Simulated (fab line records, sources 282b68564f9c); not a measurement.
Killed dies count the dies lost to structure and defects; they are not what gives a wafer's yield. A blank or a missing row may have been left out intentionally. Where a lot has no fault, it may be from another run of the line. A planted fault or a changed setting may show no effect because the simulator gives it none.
Split-lot study	flow rit cmos	23 wafers read across 5 lots, on a route 202 steps long

## ON THE SPLIT
At RIT_M1_DEVELOP_08 (develop time 68 s), the setting develop time s was moved away from the recipe's 68 s on 8 of the 23 wafers read, by +8.5% to +14.0%. All remaining wafers had this setting at the recipe value.

## FROM THE SPLIT TO THE READING: what the file shows between them, 4 steps
- RIT_M1_CD_MEAS_09: target cd 2600 nm
- RIT_M1_METAL_ETCH_12: etches Al in Cl2/BCl3, stops on SiO2, time 165 s, target depth 600 nm (also split here: rf w)
- RIT_M1_STRIP_13: strips in nmp, time 600 s
- RIT_M1_STRIP_14: strips in O2, time 173.7 s

## THE READING
Shown in nm: cd nm at RIT_M1_CD_MEAS_90, with target cd 2600 nm. Fault-free wafers of this fab line usually give 2601.3 nm, standard deviation 2.5 nm.

wafer	tool, chamber at the split	develop time s as run, s	against the recipe	cd nm, nm	against lot-mates on the recipe
L074.2	litho track-01, 0	68	recipe	2600.7	-
L074.3	litho track-01, 0	68	recipe	2599.0	-
L074.4	litho track-01, 0	68	recipe	2599.0	-
L074.5	litho track-01, 0	68	recipe	2596.6	-
L074.6	litho track-01, 0	68	recipe	2600.9	-
L075.1	litho track-04, 0	68	recipe	2595.0	-
L075.2	litho track-04, 0	73.75	+8.5%	2588.3	-8.3
L075.3	litho track-04, 0	73.75	+8.5%	2595.4	-1.2
L075.5	litho track-04, 0	73.75	+8.5%	2597.0	+0.3
L075.6	litho track-04, 0	68	recipe	2598.3	-
L078.1	litho track-04, 0	75.42	+10.9%	2592.3	-10.3
L078.2	litho track-04, 0	68	recipe	2604.9	-
L078.4	litho track-04, 0	75.42	+10.9%	2594.1	-8.6
L078.5	litho track-04, 0	75.42	+10.9%	2592.7	-10.0
L078.6	litho track-04, 0	68	recipe	2600.4	-
L079.1	litho track-02, 0	68	recipe	2599.1	-
L079.2	litho track-02, 0	77.5	+14.0%	2586.8	-13.2
L079.3	litho track-02, 0	77.5	+14.0%	2589.2	-10.8
L079.4	litho track-02, 0	68	recipe	2601.8	-
L079.6	litho track-02, 0	68	recipe	2599.2	-
L081.1	litho track-01, 0	68	recipe	2598.6	-
L081.5	litho track-01, 0	68	recipe	2598.4	-
L081.6	litho track-01, 0	68	recipe	2598.5	-

THE FIT
A straight line over all 23 wafers: cd nm changes by -0.704 nm for each +1% of develop time s; r = -0.84; the points scatter about the line by 2.5 nm.
The same after taking each lot's own level away (the mean of its wafers on the recipe; 23 wafers): -0.776 nm for each +1%; r = -0.87; scatter 2.4 nm.
On that fit, the largest move of develop time s shifts the reading by 11 nm.
The span of the lots' own levels, 2596.65 to 2602.65 nm, comes to 2.4 times the standard deviation stated above.
The two slopes agree, so the slope changes little with the lot-to-lot level.
Check: with one of the wafers moved furthest among these (+14.0%) left out of the fit, the line predicts -9.96 nm for it against its lot-mates. It came out at -13.2 nm against them.

## THESE WAFERS: OTHER SPLITS
Other splits were also applied to these wafers ahead of the reading. Each is held against what the fit with the lots' levels taken away leaves over:
other split on the same wafers	wafers away from the commonest value	r with cd nm (lot level and that fit taken away)
RIT_SILICIDE_SPUTTER_01 time s	5	-0.01
RIT_M1_METAL_ETCH_12 rf w	8	-0.21

## THE WHOLE CHAIN: every reading that the file lists as answering this split, in the file's order
step	what it does	reading	change (the file's fit)	r (the file's)
RIT_M1_CD_MEAS_09	target cd 2600 nm	cd nm	-0.89 nm for each +1% of the setting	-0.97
RIT_M1_CD_MEAS_90	target cd 2600 nm	cd nm	-0.776 nm for each +1% of the setting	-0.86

## THE FILE'S OWN FIT
cd nm changes by -0.776 nm for each +1% of develop time s, r = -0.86.
